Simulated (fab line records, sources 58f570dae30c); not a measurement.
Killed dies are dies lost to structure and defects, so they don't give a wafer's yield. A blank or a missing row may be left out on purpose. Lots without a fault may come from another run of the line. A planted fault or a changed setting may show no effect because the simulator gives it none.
A struck lot beside a sound one | flow berkeley_cmos170 | 15 steps out of a route of 331
Sound: wafers L717.3, L717.4, L717.5. Struck: wafers L728.2, L728.5, L728.6. The cause comes at the end.
At each step with rows: each side's tool, then ch and its chambers, then its first start. Under that, the readings that differ: sound wafers | struck wafers | difference of the means | sigmas: that difference in standard deviations of wafers without a fault.
alike: readings whose means differ by less than 2 such deviations, and words and numbers that are the same on both sides. not compared: withheld readings, readings that some wafer has no value for, bounds like >300 that may hide the same value, and numbers for which the record gives no deviation and whose values overlap.
The two part at a step that has a row with sigmas, a row that says differs or no value, or rows on one side only. Numbers that don't overlap but have no deviation are shown without sigmas and don't part them. A reading that every wafer of one side lacks parts them only if that side has two wafers or more.

first, 5 steps without rows for these wafers: UCB170_NLDD_COAT_01 (resist thk 900 nm); UCB170_NLDD_SOFTBAKE_02 (time 60 s); UCB170_NLDD_EXPOSE_03 (exposes mask NSELECT, target cd 1200 nm); UCB170_NLDD_PEB_04; UCB170_NLDD_DEVELOP_05 (develop time 45 s).
UCB170_NLDD_CD_MEAS_06: target cd 1200 nm.
  sound on cd_sem-02, day 9 13:46; struck on cd_sem-02, day 12 03:31
  alike: cd_nm
UCB170_NLDD_OVL_MEAS_07:
  sound on overlay-02, day 9 13:52; struck on overlay-02, day 12 03:38
  alike: NLDD_OVL
then, 2 steps without rows for these wafers: UCB170_NLDD_IMPLANT_08; UCB170_NLDD_IMPLANT_09.
UCB170_NLDD_STRIP_10: strips in O2.
  sound on plasma_asher-03 ch 0,1, day 9 14:13; struck on plasma_asher-04 ch 0,1, day 12 03:58
  reading                      | sound             | struck            | difference | sigmas
  strip_time_to_endpoint_s (s) | 21.68 21.71 21.65 | 21.52 21.58 21.58 | -0.12      | -2
  alike: drypump_motor_current_A, oes_product_au
  not compared: rf_hours_counter_h
UCB170_NLDD_TW_MEAS_11:
  sound on film_metro-03, day 9 14:19; struck on film_metro-01, day 12 04:04
  alike: NLDD_TW
then, 1 step without rows for these wafers: UCB170_NLDD_CLEAN_12 (cleans in SPM, time 600 s).
UCB170_SPACER_CVD_00: deposits SiO2 from TEOS/O2, target thk 376 nm, time 47 s.
  sound on pecvd-02 ch 0,1,2, day 9 14:34; struck on pecvd-03 ch 0,1, day 12 04:17
  reading                                 | sound             | struck            | difference | sigmas
  model.SiO2_of_SPACER_CVD_00.thk_nm (nm) | 370.9 384.8 384.6 | 446.1 455.9 453.5 | +71.7      |
  alike: heater_power_w
UCB170_SPACER_THK_MEAS_01:
  sound on film_metro-01, day 9 14:38; struck on film_metro-01, day 12 04:34
  reading              | sound       | struck      | difference | sigmas
  SPACER_TEOS_THK (nm) | 371 385 385 | 447 456 453 | +72        | +13
  not compared: hold
UCB170_SPACER_ETCHBACK_03: etches SiO2 in CHF3/CF4/Ar, stops on Si, target depth 376 nm, time 100 s.
  sound on rie_diel-04 ch 0,2,3, day 9 21:09; struck on rie_diel-04 ch 0,3, day 12 11:05
  reading                  | sound             | struck            | difference | sigmas
  oes_product_au (a.u.)    | 0.903 0.923 0.900 | 1.001 0.999 0.977 | +0.084     | +5
  model.etch.depth_nm (nm) | 370.9 384.8 384.6 | 430.9 425.8 434.5 | +50.3      |
  alike: drypump_motor_current_A, throttle_valve_pct
  not compared: rf_hours_counter_h

WHERE THEY PART
First at UCB170_NLDD_STRIP_10; last, within this record, at UCB170_SPACER_ETCHBACK_03.

WHY: what the simulator had put in
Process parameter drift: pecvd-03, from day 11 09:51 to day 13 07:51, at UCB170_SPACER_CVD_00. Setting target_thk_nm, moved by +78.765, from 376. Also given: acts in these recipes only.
